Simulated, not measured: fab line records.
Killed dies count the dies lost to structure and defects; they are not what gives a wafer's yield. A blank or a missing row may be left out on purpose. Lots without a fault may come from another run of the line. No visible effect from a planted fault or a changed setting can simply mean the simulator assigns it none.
Check for tools in common    flow berkeley-cmos170    45 wafers sampled across 15 lots

== WHY THIS WAS OPENED ==
Of 15 lots, 3 have the reading GATE_OXIDE_THK flagged at UCB170_GATE_THK_MEAS_02. No-fault wafers: 6.64 nm, standard deviation 0.12.
Rule: a lot is flagged in two cases, either no wafer of it has a number, or all its wafers with numbers fall more than 4 standard deviations from that mean. The other lots count as sound.

lot   measured      on             GATE_OXIDE_THK (nm), wafer by wafer  flag
L616  day 7 05:44   film-metro-02  6.65 6.68 6.61                       
L615  day 7 05:45   film-metro-01  6.75 6.51 6.69                       
L618  day 7 13:28   film-metro-02  6.82 6.84 6.82                       
L619  day 7 13:28   film-metro-01  6.94 6.71 6.72                       
L621  day 7 19:49   film-metro-01  6.77 6.67 6.67                       
L623  day 8 13:43   film-metro-01  6.52 6.54 6.50                       
L624  day 8 13:43   film-metro-02  6.57 6.64 6.53                       
L626  day 9 05:06   film-metro-04  6.62 6.68 6.74                       
L627  day 9 05:06   film-metro-01  6.78 6.80 6.73                       
L628  day 9 05:06   film-metro-02  6.84 6.57 6.62                       
L629  day 10 03:46  film-metro-01  6.41 6.50 6.46                       
L630  day 10 03:50  film-metro-01  6.73 6.82 6.67                       
L632  day 10 17:47  film-metro-02  4.72 4.79 4.76                       FLAGGED
L633  day 10 17:47  film-metro-04  4.80 4.84 4.73                       FLAGGED
L634  day 10 17:47  film-metro-01  4.66 4.65 4.75                       FLAGGED
The numbers of the flagged lots are 4.74 nm on average: -1.90 nm against the usual, or -16 standard deviations.

== LOT BY LOT: THE TOOL USED ==
The record holds 1 process step before the reading, out of a route of 331 steps. Cell contents, in order: the tool; ch with the chambers the sampled wafers went through; the start.
lot   flag     UCB170_GATE_OXIDATION_01
L616           furnace-02 ch 0, day 7 04:14
L615           furnace-02 ch 0, day 7 04:14
L618           furnace-04 ch 0, day 7 11:58
L619           furnace-04 ch 0, day 7 11:58
L621           furnace-04 ch 0, day 7 18:18
L623           furnace-01 ch 0, day 8 12:13
L624           furnace-01 ch 0, day 8 12:13
L626           furnace-04 ch 0, day 9 03:36
L627           furnace-04 ch 0, day 9 03:36
L628           furnace-04 ch 0, day 9 03:36
L629           furnace-02 ch 0, day 10 02:16
L630           furnace-02 ch 0, day 10 02:16
L632  FLAGGED  furnace-02 ch 0, day 10 16:16
L633  FLAGGED  furnace-02 ch 0, day 10 16:16
L634  FLAGGED  furnace-02 ch 0, day 10 16:16
What is done by these steps:
- UCB170_GATE_OXIDATION_01: target thk 6.6 nm, ox time 1800 s.
- UCB170_GATE_THK_MEAS_02

== FLAGGED AGAINST TOTAL, ONE TOOL AT A TIME (gauges that did the reading follow at the end) ==
step                      tool           lots run  flagged  share of the flagged lots  sound lots run after its first flagged lot
UCB170_GATE_OXIDATION_01  furnace-01     2         0        none                       -
UCB170_GATE_OXIDATION_01  furnace-02     7         3        all                        0
UCB170_GATE_OXIDATION_01  furnace-04     6         0        none                       -
UCB170_GATE_THK_MEAS_02   film-metro-01  8         1        some                       0
UCB170_GATE_THK_MEAS_02   film-metro-02  5         1        some                       0
UCB170_GATE_THK_MEAS_02   film-metro-04  2         1        some                       0

== WHAT IS ALLOWED BY THE TABLE ==
1 row of the table ran every flagged lot: furnace-02 at UCB170_GATE_OXIDATION_01.
- furnace-02 at UCB170_GATE_OXIDATION_01 ran 7 lots, 3 of them flagged. Its last sound lot is L629 (day 10 02:16), its first flagged lot L632 (day 10 16:16): a fault that began between those two fits. Its own readings lie more than 4 standard deviations out on every wafer of the flagged lots: spike-tc-centre-C, spike-tc-load-C, spike-tc-source-C, tube-center-temp-C, tube_center_temp_C_max.
furnace-02 at UCB170_GATE_OXIDATION_01 is the single tool remaining.

== WHAT THE SIMULATOR HAD INSERTED ==
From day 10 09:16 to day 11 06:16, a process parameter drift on furnace-02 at UCB170_GATE_OXIDATION_01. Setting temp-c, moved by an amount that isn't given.
Shown lots that were struck: L632, L633, L634. Same finding as the rule above.
